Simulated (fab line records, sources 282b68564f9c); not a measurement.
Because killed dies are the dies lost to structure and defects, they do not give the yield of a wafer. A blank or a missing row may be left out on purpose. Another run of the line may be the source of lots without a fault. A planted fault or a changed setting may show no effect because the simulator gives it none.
fab line records    flow ritCmos
[record] lots = 5  wafers = 15  lastDay = 7
route steps=202 shown PRETRO@67 GATE@75 FOX2@80 REOX@98 NLDD@103 SILICIDE@161 M1@202
lots with no fault: from the same line, run without faults
startH: hours from the record's opening day to when the first of the lot's shown wafers began    waitH: hours elapsed since this lot's preceding step    " identical to the entry in the row above    L1.1+2: a row that stands for several wafers    - value missing, or start not given    * or withheld: withheld    < > ~ a bound
route shown NAME@n: NAME is a module with steps in the file, n the number in the route of the first one    usual: average and standard deviation across the fault-free wafers    same: alike in all rows    chamber/n: place in a boat    sites: the reading at each site    _std_site: standard deviation of those values    _edge_site: the outer-site mean with the inner-site mean subtracted    radiusMm: for every site, how far away it sits from the centre of the wafer    mask NAME#n: copy n    behind: the last tool/chamber to shape the wafer    hold: reason for holding the lot/hours on hold/outcome of the hold    device: whichever transistor did not switch (one of n, p or np)    end of line: the route-end tests of the same wafers    where a step has no rows: the recipe by itself    killed: dies lost to structure and defects at the first sort, not the wafer's yield    map: a wafer's dies, x killed, . not, _ none there
set.NAME: the setting the step ran with; set.NAME@STEP: the setting that earlier step ran with    model.NAME: the simulator's own value behind a step, which no gauge read
lots at selected steps of the route; one table per step, one row per wafer
services: the hour from which a tool's chamber was out of use, counted from the record's first day as startH (under 0 if before that day), plus the number of hours and why
[[steps]]
[step RIT_PRETRO_EXPOSE_03]
[recipe] maskId = M5  na = 0.57  targetCdNm = 43700  doseMj = 250
[step RIT_PRETRO_PEB_04]
[recipe] resist = NOVOLAK  tempC = withheld  timeS = withheld
[step RIT_PRETRO_DEVELOP_05]
[recipe] resist = NOVOLAK  developTimeS = 68  devTempC = 23
[step RIT_PRETRO_OVL_MEAS_06]
[usual] PRETRO_OVL = -0.5/1.1
lot.wafer  tool        chamber  startH  waitH  PRETRO_OVL[nm]
L354.2     overlay-02  -        75.10   -      -2.4
L354.5     "           -        "       "      -1.7
L354.6     "           -        "       "      -1.4
L357.1     overlay-02  -        82.09   -      -2.4
L357.2     "           -        "       "      -1.7
L357.3     "           -        "       "      -2.4
L360.1     overlay-02  -        98.01   -      0.2
L360.3     "           -        "       "      -0.7
L360.6     "           -        "       "      -2.0
L363.1     overlay-01  -        113.54  -      0.3
L363.3     "           -        "       "      0.3
L363.6     "           -        "       "      -0.4
L367.2     overlay-02  -        133.16  -      0.9
L367.5     "           -        "       "      1.1
L367.6     "           -        "       "      -0.6
[step RIT_PRETRO_HARDBAKE_07]
[recipe] resist = NOVOLAK  tempC = 140  timeS = 120
[step RIT_PRETRO_IMPLANT_08]
[recipe] species = B  energyKev = 45  doseCm2 = 1.223e+13  tiltDeg = 7
[step RIT_PRETRO_STRIP_09]
[recipe] chemistry = O2  timeS = 180  resist = NOVOLAK  platenTempC = withheld  powerW = 500  pressureMtorr = 4000  o2FlowSccm = 4000
[usual] drypumpMotorCurrentA = 5.9/0.46
lot.wafer  tool            chamber  startH  waitH  drypumpMotorCurrentA  rfHoursCounterH
L354.2     plasmaAsher-03  0        75.53   0.1    5.5                   29
L354.5     "               0        "       "      5.5                   -
L354.6     "               1        "       "      5.4                   -
L357.1     plasmaAsher-01  1        82.52   0.1    6.4                   39
L357.2     "               0        "       "      5.4                   39
L357.3     "               0        "       "      5.4                   -
L360.1     plasmaAsher-03  1        98.81   0.1    5.5                   32
L360.3     "               1        "       "      5.5                   -
L360.6     "               1        "       "      5.5                   -
L363.1     plasmaAsher-02  0        113.98  0.1    5.7                   48
L363.3     "               1        "       "      6.6                   -
L363.6     "               1        "       "      6.6                   -
L367.2     plasmaAsher-01  1        133.59  0.1    6.4                   2
L367.5     "               0        "       "      5.4                   -
L367.6     "               1        "       "      6.4                   -
[step RIT_PRETRO_TW_MEAS_10]
[usual] PRETRO_TW = 476.5/2.9
lot.wafer  tool          chamber  startH  waitH  PRETRO_TW
L354.2     filmMetro-03  -        75.71   0.1    484.4
L354.5     "             -        "       "      481.8
L354.6     "             -        "       "      480.0
L357.1     filmMetro-03  -        82.70   0.1    478.4
L357.2     "             -        "       "      479.2
L357.3     "             -        "       "      478.6
L360.1     filmMetro-02  -        98.99   0.1    479.6
L360.3     "             -        "       "      475.4
L360.6     "             -        "       "      477.2
L363.1     filmMetro-04  -        114.15  0.1    474.1
L363.3     "             -        "       "      473.9
L363.6     "             -        "       "      477.7
L367.2     filmMetro-02  -        133.78  0.1    477.3
L367.5     "             -        "       "      478.9
L367.6     "             -        "       "      478.2
[step RIT_GATE_WET_ETCH_00]
[recipe] chemistry = BOE  target = SiO2  targetDepthNm = 56  timeS = 60  dry = n2Spin  dilution = 10:1  tempC = 21.5
[step RIT_GATE_CLEAN_01]
[recipe] chemistry = SC1  mix = 3:3:50  timeS = 600  tempC = 75
[step RIT_GATE_CLEAN_02]
[recipe] chemistry = dHF  dilution = 50:1  timeS = 30
[step RIT_GATE_CLEAN_03]
[recipe] chemistry = SC2  mix = 3:3:50  timeS = 600  tempC = 75  dry = n2Spin
[step RIT_GATE_CLEAN_04]
[recipe] chemistry = dHF  dilution = 50:1  timeS = 60  dry = n2Spin
[usual] runLengthS = 87/3.1
lot.wafer  tool         chamber  startH  waitH  runLengthS  model.SiO2_of_FOX2_OXIDATION_00.thkNm
L354.2     wetBench-03  0        76.16   0.0    85          259.3
L354.5     "            0        "       "      85          257.1
L354.6     "            0        "       "      85          254.5
L357.1     wetBench-03  0        83.15   0.0    206         230.1
L357.2     "            0        "       "      206         232.7
L357.3     "            0        "       "      206         226.9
L360.1     wetBench-04  2        99.46   0.0    85          256.3
L360.3     "            2        "       "      85          253.3
L360.6     "            2        "       "      85          251.6
L363.1     wetBench-04  1        114.62  0.0    84          247.6
L363.3     "            1        "       "      84          241.6
L363.6     "            1        "       "      84          247.9
L367.2     wetBench-01  3        134.26  0.0    91          261.9
L367.5     "            3        "       "      91          263.6
L367.6     "            3        "       "      91          264
[step RIT_FOX2_THK_MEAS_91]
[recipe] reads = SiO2_of_FOX2_OXIDATION_00
[usual] FIELD_OXIDE_LEFT_2_THK = 254/7.8
lot.wafer  tool          chamber  startH  waitH  FIELD_OXIDE_LEFT_2_THK[nm]
L354.2     filmMetro-04  -        76.19   0.0    259
L354.5     "             -        "       "      257
L354.6     "             -        "       "      255
L357.1     filmMetro-02  -        83.18   -      230
L357.2     "             -        "       "      233
L357.3     "             -        "       "      227
L360.1     filmMetro-04  -        99.48   0.0    256
L360.3     "             -        "       "      253
L360.6     "             -        "       "      252
L363.1     filmMetro-04  -        114.65  0.0    248
L363.3     "             -        "       "      241
L363.6     "             -        "       "      248
L367.2     filmMetro-04  -        134.30  0.0    262
L367.5     "             -        "       "      264
L367.6     "             -        "       "      264
[step RIT_GATE_OXIDATION_05]
[recipe] tempC = 900  ambient = O2  targetThkA = 30  oxTimeS = 270
[step RIT_GATE_ANNEAL_06]
[recipe] tempC = 900  timeS = 600  ambient = N2O
[step RIT_GATE_THK_MEAS_07]
[recipe] reads = SiO2_of_GATE_OXIDATION_05
[usual] GATE_OXIDE_THK = 2.98/0.062
lot.wafer  tool          chamber  startH  waitH  GATE_OXIDE_THK[nm]
L354.2     filmMetro-04  -        79.37   0.0    2.93
L354.5     "             -        "       "      2.88
L354.6     "             -        "       "      2.97
L357.1     filmMetro-04  -        87.13   0.0    2.95
L357.2     "             -        "       "      3.02
L357.3     "             -        "       "      3.01
L360.1     filmMetro-02  -        102.82  0.0    2.94
L360.3     "             -        "       "      2.90
L360.6     "             -        "       "      2.94
L363.1     filmMetro-04  -        117.34  0.0    3.09
L363.3     "             -        "       "      3.01
L363.6     "             -        "       "      2.98
L367.2     filmMetro-04  -        136.02  0.0    3.06
L367.5     "             -        "       "      3.02
L367.6     "             -        "       "      3.06
[step RIT_GATE_CVD_08]
[recipe] material = poly-Si  targetThkNm = 250  tempC = 610  precursor = SiH4  timeS = 2220  pressureMtorr = 300  sih4FlowSccm = 100
[step RIT_GATE_THK_MEAS_09]
[recipe] reads = poly-Si_of_GATE_CVD_08
[usual] GATE_POLY_THK = 248.9/2.5
lot.wafer  tool          chamber  startH  waitH  GATE_POLY_THK[nm]
L354.2     filmMetro-02  -        81.05   0.0    246.7
L354.5     "             -        "       "      246.1
L354.6     "             -        "       "      248.0
L357.1     filmMetro-01  -        89.61   0.0    249.7
L357.2     "             -        "       "      248.4
L357.3     "             -        "       "      246.1
L360.1     filmMetro-04  -        104.49  0.0    247.0
L360.3     "             -        "       "      249.8
L360.6     "             -        "       "      251.0
L363.1     filmMetro-01  -        119.02  0.0    247.2
L363.3     "             -        "       "      247.3
L363.6     "             -        "       "      247.3
L367.2     filmMetro-04  -        138.51  0.0    245.3
L367.5     "             -        "       "      249.2
L367.6     "             -        "       "      247.6
[step RIT_GATE_HMDS_10]
[recipe] primeTimeS = 60  primeTempC = 140
[step RIT_GATE_COAT_11]
[recipe] resist = NOVOLAK  spinRpm = 4250  resistThkNm = 850
[step RIT_GATE_SOFTBAKE_12]
[recipe] resist = NOVOLAK  tempC = 90  timeS = 60
[step RIT_GATE_EXPOSE_13]
[recipe] maskId = M6  na = 0.6  sourceShape = conventional  sigmaOuter = 0.6  targetCdNm = 150  doseMj = 380
[step RIT_GATE_PEB_14]
[recipe] resist = NOVOLAK  tempC = withheld  timeS = withheld
[step RIT_GATE_DEVELOP_15]
[recipe] resist = NOVOLAK  developTimeS = 50  devTempC = 23
[step RIT_GATE_CD_MEAS_16]
[recipe] targetCdNm = 150
[usual] cdNm = 149.3/2.3
lot.wafer  tool      chamber  startH  waitH  cdNm
L354.2     cdSem-01  -        82.09   -      148.1
L354.5     "         -        "       "      150.9
L354.6     "         -        "       "      148.5
L357.1     cdSem-01  -        90.65   -      148.3
L357.2     "         -        "       "      148.1
L357.3     "         -        "       "      146.6
L360.1     cdSem-02  -        105.53  -      150.2
L360.3     "         -        "       "      150.7
L360.6     "         -        "       "      150.0
L363.1     cdSem-01  -        120.04  -      148.1
L363.3     "         -        "       "      147.5
L363.6     "         -        "       "      150.2
L367.2     cdSem-01  -        139.43  -      149.1
L367.5     "         -        "       "      146.8
L367.6     "         -        "       "      150.8
[step RIT_GATE_OVL_MEAS_17]
[usual] GATE_OVL = 0.6/1.3
lot.wafer  tool        chamber  startH  waitH  GATE_OVL[nm]
L354.2     overlay-01  -        82.20   0.1    1.4
L354.5     "           -        "       "      1.9
L354.6     "           -        "       "      2.0
L357.1     overlay-02  -        90.77   0.1    2.9
L357.2     "           -        "       "      0.8
L357.3     "           -        "       "      2.3
L360.1     overlay-02  -        105.65  0.1    1.0
L360.3     "           -        "       "      -0.4
L360.6     "           -        "       "      0.3
L363.1     overlay-01  -        120.16  0.1    3.1
L363.3     "           -        "       "      4.1
L363.6     "           -        "       "      2.5
L367.2     overlay-01  -        139.53  0.1    0.1
L367.5     "           -        "       "      0.1
L367.6     "           -        "       "      -0.8
[step RIT_GATE_HARDBAKE_18]
[recipe] resist = NOVOLAK  tempC = 140  timeS = 60
[step RIT_GATE_ETCH_19]
[recipe] chemistry = SF6/CHF3/O2  timeS = 165  SF6_flow_sccm = 30  CHF3_flow_sccm = 30  O2_flow_sccm = 5  target = poly-Si  pressureMtorr = 40  rfW = 160  targetDepthA = 3125  overEtchFrac = 0.25  stopOn = SiO2
[usual] drypumpMotorCurrentA = 5.4/0.58  oesProductAu = 0.836/0.011  throttleValvePct = 10.17/0.13
lot.wafer  tool      chamber  startH  waitH  drypumpMotorCurrentA  oesProductAu  rfHoursCounterH  throttleValvePct
L354.2     rieSi-02  2        82.38   0.1    6.4                   0.835         135              10.23
L354.5     "         1        "       "      5.2                   0.832         -                10.05
L354.6     "         2        "       "      6.4                   0.841         -                10.24
L357.1     rieSi-01  1        90.95   0.1    4.9                   0.832         28               10.00
L357.2     "         2        "       "      4.8                   0.834         1                10.25
L357.3     "         3        "       "      6.4                   0.835         17               10.14
L360.1     rieSi-02  2        105.83  0.1    6.3                   0.832         135              10.24
L360.3     "         0        "       "      5.0                   0.829         56               10.27
L360.6     "         1        "       "      5.3                   0.836         -                10.06
L363.1     rieSi-01  1        120.55  0.1    4.9                   0.825         28               10.00
L363.3     "         2        "       "      4.8                   0.832         2                10.25
L363.6     "         2        "       "      4.8                   0.831         -                10.25
L367.2     rieSi-01  3        139.71  0.1    6.4                   0.819         17               10.13
L367.5     "         1        "       "      4.9                   0.828         -                9.99
L367.6     "         0        "       "      5.4                   0.854         -                10.03
[step RIT_GATE_STRIP_20]
[recipe] chemistry = O2  timeS = 180  resist = NOVOLAK  platenTempC = withheld  powerW = 500  pressureMtorr = 4000  o2FlowSccm = 3935
[usual] drypumpMotorCurrentA = 5.8/0.34
lot.wafer  tool            chamber  startH  waitH  drypumpMotorCurrentA  rfHoursCounterH
L354.2     plasmaAsher-03  0        82.48   0.1    5.5                   30
L354.5     "               0        "       "      5.6                   -
L354.6     "               1        "       "      5.4                   -
L357.1     plasmaAsher-01  1        91.06   0.1    6.4                   40
L357.2     "               0        "       "      5.4                   40
L357.3     "               0        "       "      5.4                   -
L360.1     plasmaAsher-04  1        105.94  0.1    5.8                   48
L360.3     "               0        "       "      6.0                   -
L360.6     "               0        "       "      6.0                   -
L363.1     plasmaAsher-01  0        120.66  0.1    5.4                   0
L363.3     "               0        "       "      5.4                   -
L363.6     "               1        "       "      6.4                   -
L367.2     plasmaAsher-01  1        139.82  0.1    6.4                   3
L367.5     "               1        "       "      6.4                   -
L367.6     "               0        "       "      5.5                   -
[step RIT_GATE_CD_MEAS_90]
[recipe] targetCdNm = 150
[usual] cdNm = 149.3/2.2
lot.wafer  tool      chamber  startH  waitH  cdNm
L354.2     cdSem-01  -        82.68   0.1    148.1
L354.5     "         -        "       "      150.7
L354.6     "         -        "       "      148.8
L357.1     cdSem-02  -        91.24   0.1    148.7
L357.2     "         -        "       "      147.8
L357.3     "         -        "       "      146.7
L360.1     cdSem-02  -        106.12  0.1    149.8
L360.3     "         -        "       "      150.4
L360.6     "         -        "       "      149.7
L363.1     cdSem-01  -        120.83  0.1    148.2
L363.3     "         -        "       "      147.5
L363.6     "         -        "       "      150.3
L367.2     cdSem-01  -        140.02  0.1    148.8
L367.5     "         -        "       "      147.1
L367.6     "         -        "       "      150.6
[step RIT_REOX_CLEAN_00]
[recipe] chemistry = SC1  mix = 3:3:50  timeS = 600  tempC = 75
[step RIT_REOX_CLEAN_01]
[recipe] chemistry = dHF  dilution = 50:1  timeS = 30
[step RIT_REOX_CLEAN_02]
[recipe] chemistry = SC2  mix = 3:3:50  timeS = 600  tempC = 75  dry = n2Spin
[step RIT_REOX_OXIDATION_03]
[recipe] tempC = 900  ambient = O2  targetThkA = 252  oxTimeS = 5580
[step RIT_REOX_THK_MEAS_04]
[recipe] reads = SiO2_of_REOX_OXIDATION_03
[usual] REOX_OXIDE_THK = 24.8/0.59
lot.wafer  tool          chamber  startH  waitH  REOX_OXIDE_THK[nm]
L354.2     filmMetro-02  -        86.89   0.0    24.9
L354.5     "             -        "       "      24.8
L354.6     "             -        "       "      24.4
L357.1     filmMetro-01  -        96.29   0.0    24.7
L357.2     "             -        "       "      25.1
L357.3     "             -        "       "      25.1
L360.1     filmMetro-02  -        110.34  0.0    24.7
L360.3     "             -        "       "      25.2
L360.6     "             -        "       "      24.9
L363.1     filmMetro-01  -        123.89  0.0    25.9
L363.3     "             -        "       "      25.6
L363.6     "             -        "       "      25.3
L367.2     filmMetro-02  -        144.84  0.0    24.4
L367.5     "             -        "       "      24.1
L367.6     "             -        "       "      24.2
[step RIT_NLDD_HMDS_00]
[recipe] primeTimeS = 60  primeTempC = 140
[step RIT_NLDD_COAT_01]
[recipe] resist = NOVOLAK  spinRpm = 3250  resistThkNm = 1000
[step RIT_NLDD_SOFTBAKE_02]
[recipe] resist = NOVOLAK  tempC = 90  timeS = 60
[step RIT_NLDD_EXPOSE_03]
[recipe] maskId = M7  na = 0.57  targetCdNm = 40700  doseMj = 250
[step RIT_NLDD_PEB_04]
[recipe] resist = NOVOLAK  tempC = withheld  timeS = withheld
[step RIT_NLDD_DEVELOP_05]
[recipe] resist = NOVOLAK  developTimeS = 50  devTempC = 23
[step RIT_SILICIDE_WET_ETCH_00]
[recipe] chemistry = BOE  target = SiO2  targetDepthNm = 14  timeS = 15  dry = n2Spin  dilution = 10:1  tempC = 21.5
lot.wafer  tool         chamber  startH  waitH  model.SiO2_of_FOX2_OXIDATION_00.thkNm
L354.2     wetBench-04  3        97.33   0.1    155
L354.5     "            3        "       "      152.6
L354.6     "            3        "       "      148
L357.1     wetBench-03  0        106.23  0.1    126
L357.2     "            0        "       "      127.9
L357.3     "            0        "       "      122.3
L360.1     wetBench-03  2        120.99  0.1    151.6
L360.3     "            2        "       "      148.2
L360.6     "            2        "       "      145.7
L363.1     wetBench-04  1        133.32  0.1    142.5
L363.3     "            1        "       "      138.1
L363.6     "            1        "       "      143.8
L367.2     wetBench-01  0        156.13  0.1    155.4
L367.5     "            0        "       "      158
L367.6     "            0        "       "      157.8
[step RIT_M1_PROBE_99]
[usual] killedAtContacts = 0.0/0.2  killedAtFrontEnd = 6.8/3  killedDies = 6.9/3  killedOpen = 3.3/1.9  killedShort = 3.6/1.9
[same] grossDies = 264  killed_at_M0_to_M3 = 0  killed_at_M4_up = 0  killedAtBackSide = 0  killedAtOther = 0
lot.wafer  tool       chamber  startH  waitH  killedAtContacts  killedAtFrontEnd  killedDies  killedOpen  killedShort
L357.1     prober-02  -        113.14  0.1    0                 16                16          11          5
L357.2     prober-02  -        113.19  0.1    0                 12                12          7           5
L357.3     prober-02  -        113.24  0.2    0                 7                 7           4           3
L367.2     prober-02  -        164.64  0.1    0                 8                 8           3           5
L367.5     prober-02  -        164.79  0.2    0                 7                 7           3           4
L367.6     prober-02  -        164.84  0.2    0                 4                 4           1           3
// killed by level:class
L357.1 GATE:geometricParticle:open=6 GATE:geometricParticle:short=3 FOX2:geometricParticle:open=2 SPACER:geometricParticle:open=2 FOX1:geometricParticle:short=1 SILICIDE:geometricParticle:short=1 SILICIDE:geometricParticle:open=1
L357.2 SPACER:geometricParticle:open=4 GATE:geometricParticle:short=3 GATE:geometricParticle:open=2 FOX2:geometricParticle:short=1 FOX2:geometricParticle:open=1 SPACER:geometricParticle:short=1
L357.3 GATE:geometricParticle:open=3 FOX2:geometricParticle:short=2 SPACER:geometricParticle:short=1 SPACER:geometricParticle:open=1
L367.2 GATE:geometricParticle:short=2 FOX2:geometricParticle:short=1 REOX:geometricParticle:open=1 REOX:geometricParticle:short=1 SPACER:geometricParticle:open=1 SPACER:geometricParticle:short=1 SILICIDE:geometricParticle:open=1
L367.5 SPACER:geometricParticle:short=2 GATE:geometricParticle:short=1 GATE:geometricParticle:open=1 SPACER:geometricParticle:open=1 SILICIDE:geometricParticle:short=1 SILICIDE:geometricParticle:open=1
L367.6 FOX2:geometricParticle:short=1 REOX:geometricParticle:open=1 SPACER:geometricParticle:short=1 STARTING-WAFER:geometricParticle:short=1
[[services]]
tool            chamber  startH  hours  kind
rieSi-02        3        59.46   3.8    repair
rieSi-02        3        74.93   -      clean
rieSi-02        3        74.93   17.9   scheduledDown
rieSi-02        3        74.93   17.9   ventCycle
plasmaAsher-01  -        108.75  9.0    pm
plasmaAsher-01  0        108.75  9.0    ventCycle
plasmaAsher-01  1        108.75  9.0    ventCycle
plasmaAsher-01  0        117.75  -      clean
plasmaAsher-01  1        117.75  -      clean
plasmaAsher-02  -        142.05  0.5    repair
plasmaAsher-01  -        145.83  2.8    pm
[[key]]
[firstSign] step = RIT_GATE_CLEAN_04  reading = runLengthS  direction = up  sigmas = 38  usual = *  struck = *
effect none on later readings
[modelEffect] step = RIT_GATE_CLEAN_04  value = SiO2_of_FOX2_OXIDATION_00.thkNm  without = 243.4  struck = 229.9
[modelEffect] step = RIT_SILICIDE_WET_ETCH_00  value = SiO2_of_FOX2_OXIDATION_00.thkNm  without = 139  struck = 125.4
metAt RIT_GATE_CLEAN_04
struckWafers L357.1,L357.2,L357.3
testerLeftOut L357
onsetBetween 76.16 83.15
[fault] kind = processParameterDrift  tool = wetBench-03  chamber = 0  onsetH = 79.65  steps = RIT_GATE_CLEAN_04  channel = timeS  offset = *  shape = step  endH = 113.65  actsIn = *  stated = *
// testerLeftOut: of these lots the tester's yield and bins aren't shown, on N5 and GAA mostly nor the transistor test; their killed dies are dies lost to structure and defects alone, not to doping, threshold or leakage, so they don't give the yield
